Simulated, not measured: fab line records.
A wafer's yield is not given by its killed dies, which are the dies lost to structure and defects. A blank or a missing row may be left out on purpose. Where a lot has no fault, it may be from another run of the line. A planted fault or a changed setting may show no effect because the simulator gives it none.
fab line records    flow rit-cmos
[record] lots = 14  wafers = 42  last-day = 7
route steps=202 shown GATE@81
lots that met no fault: taken from a fault-free run of the same line
start-h: the number of hours between the record's first day and the start of the first shown wafer of the lot    wait-h: time in hours since the lot's previous step    " as in the row above    L1.1+2: several wafers, shown together as one row    - no value, or no start given    * or withheld: withheld    < > ~ a bound
route shown NAME@n: a module of which the file shows steps, and the number in the route of the first    usual: mean/standard deviation taken from wafers without a fault    same: alike in all rows    chamber/n: place in a boat    sites: each site's reading    _std_site: the values' standard deviation    _edge_site: the outer-site mean with the inner-site mean subtracted    radius-mm: how far each site lies from the wafer's centre    mask NAME#n: copy n    behind: the most recent tool/chamber to have shaped the wafer    hold: why the lot went on hold/how many hours it stayed there/how the hold came to an end    device: which transistor (n, p or np) failed to switch    end of line: the tests these same wafers got at the end of their route    for a step that has no rows: nothing shown but its recipe    killed: dies that structure and defects cost at the first sort, which is not the same as the wafer's yield    map: per-die view of a wafer (x killed, . not killed, _ where there is no die)
set.NAME: the run value of the setting; set.NAME@STEP: its run value at that earlier step    model.NAME: the simulator's own value behind a step, which no gauge read
the route's steps for a sample of lots (tables are steps, rows are wafers)
services: a tool's chamber out of use, with start hour (start-h, from the record's first day; less than 0 if before it), hours out, and reason
[[steps]]
[step RIT_GATE_OXIDATION_05]
[recipe] temp-c = 900  ambient = O2  target-thk-a = 30  ox-time-s = 270
[usual] ox-temp-c = 900.0/0.39  ox-temp-c-max = 904.0/1.6  tube-center-temp-C = 900/0.08  zone-power-centre-pct = 41.5/2.2  zone-power-load-pct = 26.2/0.97
lot.wafer  tool        chamber  start-h  wait-h  ox-temp-c  ox-temp-c-max  tube-center-temp-C  zone-power-centre-pct  zone-power-load-pct
L803.2     furnace-02  0        32.82    0.0     899.9      902.2          900.05              39.2                   27.1
L803.3     "           0        "        "       899.7      902.6          899.95              39.3                   26.6
L803.5     "           0        "        "       900.6      902.9          900.06              39.3                   27.1
L805.2     furnace-03  0        43.65    0.0     899.9      904.1          900.07              43.8                   26.4
L805.5     "           0        "        "       900.6      904.2          899.96              43.4                   26.3
L805.6     "           0        "        "       900.0      903.5          899.95              45.0                   26.3
L806.1     furnace-02  0        46.54    0.1     899.7      902.1          900.05              39.0                   27.4
L806.4     "           0        "        "       899.9      903.3          900.08              39.8                   26.8
L806.6     "           0        "        "       900.3      902.5          900.01              39.3                   26.8
L808.2     furnace-03  0        57.05    0.3     899.8      904.5          899.88              44.4                   26.1
L808.4     "           0        "        "       899.7      903.9          900.01              43.9                   26.4
L808.6     "           0        "        "       899.3      903.0          899.9               43.7                   26.2
L811.1     furnace-02  0        72.22    0.1     900.2      902.8          900                 38.5                   27.0
L811.3     "           0        "        "       900.7      902.9          899.99              38.8                   26.4
L811.4     "           0        "        "       900.4      902.8          899.86              39.2                   27.2
L813.1     furnace-02  -        82.54    0.1     -          -              -                   -                      -
L813.5     "           -        "        "       -          -              -                   -                      -
L813.6     "           -        "        "       -          -              -                   -                      -
L814.2     furnace-01  -        87.21    0.0     -          -              -                   -                      -
L814.3     "           -        "        "       -          -              -                   -                      -
L814.5     "           -        "        "       -          -              -                   -                      -
L818.1     furnace-01  0        107.05   0.6     900.3      905.6          900.13              42.4                   24.6
L818.2     "           0        "        "       899.7      904.3          900.02              43.1                   24.9
L818.3     "           0        "        "       899.8      905.1          899.97              43.4                   24.9
L819.2     furnace-02  0        112.36   0.0     900.5      903.3          900.02              39.4                   26.6
L819.3     "           0        "        "       899.9      903.1          900.01              38.4                   27.0
L819.4     "           0        "        "       899.8      902.6          900                 39.6                   27.2
L820.2     furnace-03  0        119.93   0.0     900.0      903.3          899.9               43.2                   26.3
L820.4     "           0        "        "       900.1      904.6          899.81              43.7                   26.4
L820.6     "           0        "        "       900.3      905.7          900.06              43.2                   26.4
L821.3     furnace-02  0        124.17   0.0     899.8      902.3          900.11              39.2                   26.7
L821.4     "           0        "        "       899.6      902.5          899.9               38.9                   26.5
L821.5     "           0        "        "       900.0      902.4          899.93              39.1                   27.1
L822.3     furnace-02  0        127.30   0.0     900.5      903.6          899.98              38.9                   26.9
L822.5     "           0        "        "       899.8      902.5          899.97              38.8                   26.9
L822.6     "           0        "        "       900.1      902.4          899.94              38.7                   26.8
L824.1     furnace-01  0        136.89   0.1     899.9      905.1          900.12              43.5                   24.9
L824.3     "           0        "        "       900.2      907.0          899.94              44.0                   24.3
L824.6     "           0        "        "       900.5      906.5          900.02              42.9                   24.5
L826.1     furnace-01  0        148.26   0.1     900.0      909.1          900.11              42.4                   25.0
L826.2     "           0        "        "       899.9      905.3          899.91              42.4                   24.6
L826.4     "           0        "        "       900.3      905.2          900.13              42.9                   24.4
[[services]]
tool        chamber  start-h  hours  kind
furnace-01  -        9.15     3.5    pm
furnace-02  -        78.14    4.1    pm
[[key]]
[first-sign] step = RIT_GATE_OXIDATION_05  reading = tool-record  direction = missing
effect none on later readings
met-at RIT_GATE_OXIDATION_05
struck-lots L813,L814
later-rows-left-out L813.1,L813.5,L813.6,L814.2,L814.3,L814.5
sort-left-out L813.1,L813.5,L813.6,L814.2,L814.3,L814.5
tester-left-out L813,L814
onset-between 72.22 82.54
[fault] kind = skipped-step-whole  tool = furnace-01,furnace-02  chamber = -  onset-h = 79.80  steps = RIT_GATE_OXIDATION_05  scope = struck-lots-only
// tester-left-out: of these lots the tester's yield and bins aren't shown, on N5 and GAA mostly nor the transistor test; their killed dies are dies lost to structure and defects alone, not to doping, threshold or leakage, so they don't give the yield
// sort-left-out: the simulated sort isn't trusted on such a fault, so these wafers' sort isn't shown, and their yield isn't known
// later-rows-left-out: the simulator's readings of these wafers behind a module that went badly wrong aren't trusted and aren't shown, but for the sort
